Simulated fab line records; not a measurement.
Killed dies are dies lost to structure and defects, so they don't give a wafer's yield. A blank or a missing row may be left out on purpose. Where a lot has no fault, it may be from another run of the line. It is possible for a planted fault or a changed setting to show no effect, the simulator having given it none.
Struck lot and sound lot, side by side -- flow ritCmos -- 16 steps out of a route of 202
Sound: these wafers, L124.1, L124.2, L124.5. Struck: wafer L128.1. Last of all comes the cause.
For every step that has rows: the tool of each side, followed by ch and its chambers, followed by its first start. Under that, the readings that differ: sound wafers -- struck wafers -- difference of the means -- sigmas: that difference in standard deviations of wafers without a fault.
alike: words and numbers the same on both sides, and readings whose means are apart by under 2 such deviations; not compared: readings that were withheld, readings missing a value for some wafer, numbers with overlapping values and no deviation given by the record, and bounds like >300 which may hide the same value.
Wherever a step has rows on one side only, a row that says differs or no value, or a row with sigmas, the two part there. Numbers that have no deviation but don't overlap get no sigmas and don't part them. A reading missing from all wafers of one side parts the sides only when that side holds two or more wafers.

first, 1 step without rows for these wafers: RIT_PSD_IMPLANT_08.
RIT_PSD_STRIP_09: strips in O2, time 180 s.
  sound on plasmaAsher-03 ch 0,1, day 4 01:36; struck on plasmaAsher-03 ch 0, day 4 23:37
  alike: chamberPressureMTorr, drypumpMotorCurrentA
  not compared: rfHoursCounterH
RIT_PSD_TW_MEAS_10:
  struck on filmMetro-03, day 4 23:47; sound on filmMetro-02, day 4 01:47
  alike: PSD_TW
then, 3 steps without rows for these wafers: RIT_SDANNEAL_CLEAN_00 (cleans in SC1, time 600 s); RIT_SDANNEAL_CLEAN_01 (cleans in dHF, time 30 s); RIT_SDANNEAL_CLEAN_02 (cleans in SC2, time 600 s).
RIT_SDANNEAL_RTA_03: time 5 s.
  sound on rtpAnneal-02 ch 0, day 4 02:13; struck on rtpAnneal-02 ch 0, day 5 00:13
  alike: wafer_temp_C_max
RIT_SDANNEAL_RS_MEAS_04: measures by four-point-probe.
  struck on filmMetro-03, day 5 00:17; sound on filmMetro-02, day 4 02:17
  alike: PSD_RS
RIT_SDANNEAL_RS_MEAS_05: measures by four-point-probe.
  struck on filmMetro-03, day 5 00:24; sound on filmMetro-02, day 4 02:24
  alike: NSD_RS
RIT_SDANNEAL_RS_MEAS_06: measures by four-point-probe.
  struck on filmMetro-03, day 5 00:31; sound on filmMetro-02, day 4 02:31
  alike: PLDD_RS
RIT_SDANNEAL_RS_MEAS_07: measures by four-point-probe.
  struck on filmMetro-03, day 5 00:38; sound on filmMetro-02, day 4 02:38
  alike: NLDD_RS
then, 1 step without rows for these wafers: RIT_SILICIDE_WET_ETCH_00 (etches SiO2 in BOE, target depth 14 nm, time 15 s).
RIT_SILICIDE_SPUTTER_01: material Ti, target thk 30 nm, time 240 s.
  struck on pvdSputter-03, day 5 00:46; sound on pvdSputter-03, day 4 02:46
reading,sound,struck,difference,sigmas
model.Ti_of_SILICIDE_SPUTTER_01.thkNm (nm),30.3 29.76 30.3,45.82,+15.70,
  alike: throttleValvePct
RIT_SILICIDE_RS_MEAS_02: measures by four-point-probe.
  struck on filmMetro-01, day 5 01:13; sound on filmMetro-01, day 4 02:55
reading,sound,struck,difference,sigmas
SILICIDE_TI_RS (ohm/sq),47.3 48.4 47.3,28.5,-19.2,-27
  not compared: hold
RIT_SILICIDE_THK_MEAS_03: measures by xrf.
  struck on filmMetro-01, day 5 03:07; sound on filmMetro-01, day 4 03:02
reading,sound,struck,difference,sigmas
SILICIDE_TI_THK (nm),30.2 29.6 30.1,45.7,+15.7,+40
  not compared: hold
RIT_SILICIDE_RTA_04: time 10 s, ramp up 5 s, ramp down 5 s.
  sound on rtpAnneal-01 ch 0, day 4 03:06; struck on rtpAnneal-01 ch 0, day 5 07:39
reading,sound,struck,difference,sigmas
hold,- - -,awaitDispo/4.5h/release,no value on the sound wafers,
  alike: wafer_temp_C_max

WHERE THEY PART
First at RIT_SILICIDE_RS_MEAS_02; last, within this record, at RIT_SILICIDE_RTA_04.

WHY: what the simulator had put in
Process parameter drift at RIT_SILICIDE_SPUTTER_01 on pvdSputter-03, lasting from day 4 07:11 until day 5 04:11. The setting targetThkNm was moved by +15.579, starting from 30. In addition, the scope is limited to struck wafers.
